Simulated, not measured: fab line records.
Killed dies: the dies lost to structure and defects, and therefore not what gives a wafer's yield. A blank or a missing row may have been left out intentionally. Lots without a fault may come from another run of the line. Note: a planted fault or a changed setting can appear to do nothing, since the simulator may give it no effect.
2 desks, one fault ; flow rit-cmos ; only its own numbers are on each desk; what lay behind them is given at the end

== FROM THE METROLOGY DESK ==
Lot by lot, what the gauges showed, no matter which tool ran the lot: averages of those sampled wafers that carry a number. Any lot whose mean is over 4 standard deviations away from the usual mean is out of limits and marked OUT; that distance is given in the brackets.
Columns: A = GATE_OXIDE_THK at RIT_GATE_THK_MEAS_07, usual 3.02 nm; B = GATE_POLY_THK at RIT_GATE_THK_MEAS_09, usual 249.8 nm; C = cd-nm at RIT_GATE_CD_MEAS_16, usual 149.9 nm; D = GATE_OVL at RIT_GATE_OVL_MEAS_17, usual 0.3 nm
lot;first seen here;A;B;C;D
L836;day 2 21:02;3.09;248.9;149.6;2.5
L846;day 5 01:25;3.04;250.5;149.4;-1.2
L851;day 5 22:14;3.07;246.9;152.0;-2.0
L855;day 6 20:52;3.02;247.3;148.8;-0.5
L857;day 7 05:35;3.02;251.2;150.5;-0.9
Result from this desk: across the 5 lots, nothing is out of limits.

== FOR THE TOOL OWNER'S DESK: rie-si-01 ==
The tool's own readings at RIT_GATE_ETCH_19 (etches poly-Si in SF6/CHF3/O2, stops on SiO2, time 165 s, target depth 312.5 nm): means of the sampled wafers that have a number, for each lot that ran on this tool. Any lot whose mean is over 4 standard deviations away from the usual mean is out of limits and marked OUT; that distance is given in the brackets.
Columns: A = drypump-motor-current-A at RIT_GATE_ETCH_19, usual 5.8 A; B = oes-product-au at RIT_GATE_ETCH_19, usual 0.842 a.u.; C = throttle-valve-pct at RIT_GATE_ETCH_19, usual 10.22 %
lot;first seen here;A;B;C
L836;day 3 00:16;6.0;0.833;10.20
L846;day 5 04:26;6.2;0.849;10.24
Result from this desk: across the 2 lots, nothing is out of limits.

== TAKEN TOGETHER ==
Metrology desk: nothing out of limits seen.
The desk of the tool owner found nothing out of limits.

== WHAT HAD BEEN PUT IN BY THE SIMULATOR ==
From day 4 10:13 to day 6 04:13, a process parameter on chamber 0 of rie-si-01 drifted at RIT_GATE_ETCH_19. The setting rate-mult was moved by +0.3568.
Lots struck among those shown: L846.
